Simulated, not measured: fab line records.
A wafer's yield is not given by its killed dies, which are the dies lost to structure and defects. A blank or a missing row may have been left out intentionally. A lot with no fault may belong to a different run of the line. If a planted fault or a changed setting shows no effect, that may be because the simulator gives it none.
Lot-split experiment -- flow berkeley-cmos170 -- on a route of 331 steps: 5 lots, 23 wafers read

== THE SPLIT ==
At UCB170_PFIELD_IMPLANT_07, the setting energy-kev was moved away from the recipe's 80 on 6 of the 23 wafers read, by -1.5% to +2.0%. For the rest of the wafers, this setting stayed at what the recipe calls for.

The split's own step is where the reading is taken.

== THE READING ==
The simulator's own value implant.drp-nm, read by no gauge, in nm at UCB170_PFIELD_IMPLANT_07. There is no usual value for it anywhere in the file.

wafer,"tool, chamber at the split",energy-kev as run,against the recipe,"implant.drp-nm, nm",against lot-mates on the recipe
L075.1,"implanter-02, 0",81.58,+2.0%,75.55,+0.69
L075.3,"implanter-02, 0",81.58,+2.0%,75.55,+0.69
L075.6,"implanter-02, 0",81.58,+2.0%,75.55,+0.69
L075.2,"implanter-02, 0",80,recipe,74.86,-
L075.5,"implanter-02, 0",80,recipe,74.86,-
L076.1,"implanter-04, 0",80,recipe,74.86,-
L076.2,"implanter-04, 0",80,recipe,74.86,-
L076.3,"implanter-04, 0",80,recipe,74.86,-
L076.4,"implanter-04, 0",80,recipe,74.86,-
L076.5,"implanter-04, 0",80,recipe,74.86,-
L081.2,"implanter-04, 0",80,recipe,74.86,-
L081.6,"implanter-04, 0",80,recipe,74.86,-
L081.3,"implanter-04, 0",78.79,-1.5%,74.31,-0.55
L081.4,"implanter-04, 0",78.79,-1.5%,74.31,-0.55
L081.5,"implanter-04, 0",78.79,-1.5%,74.31,-0.55
L080.1,"implanter-02, 0",80,recipe,74.86,-
L080.3,"implanter-02, 0",80,recipe,74.86,-
L080.5,"implanter-02, 0",80,recipe,74.86,-
L082.1,"implanter-04, 0",80,recipe,74.86,-
L082.2,"implanter-04, 0",80,recipe,74.86,-
L082.3,"implanter-04, 0",80,recipe,74.86,-
L082.4,"implanter-04, 0",80,recipe,74.86,-
L082.5,"implanter-04, 0",80,recipe,74.86,-

THE FIT
A straight line over all 23 wafers: implant.drp-nm changes by +0.355 nm for each +1% of energy-kev; r = +1.00; the points scatter about the line by 0.0056 nm.
The same after taking each lot's own level away (the mean of its wafers on the recipe; 23 wafers): +0.355 nm for each +1%; r = +1.00; scatter 0.0056 nm.
Per that fit: largest energy-kev move, reading shift of 0.7 nm.
The lots' own levels span 74.860 to 74.860 nm.
Hence the lot-to-lot level has little effect on the slope; both slopes agree.
Check: +0.7 nm against its lot-mates is what the line predicts for one of the wafers moved furthest among these (+2.0%) when that wafer is left out of the fit. It came out at +0.69 nm against them.

== OTHER SPLITS ON THESE WAFERS ==
Before the reading, these wafers also passed through other splits. Each is held against what the fit with the lots' levels taken away leaves over:
other split on the same wafers,wafers away from the commonest value,r with implant.drp-nm (lot level and that fit taken away)
UCB170_NWELL_CVD_04 pressure-mtorr,18,+0.27
UCB170_PWELL_COAT_08 spin-rpm,6,+0.15
UCB170_PWELL_ETCH_14 rf-w,11,+0.12
UCB170_ACTIVE_OXIDATION_02 temp-c,18,-0.65
UCB170_ACTIVE_PEB_11 peb-temp-c,9,+0.20
UCB170_PFIELD_COAT_01 spin-rpm,5,-0.14

== THE FILE'S OWN FIT ==
implant.drp-nm changes by +0.356 nm for each +1% of energy-kev, r = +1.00.
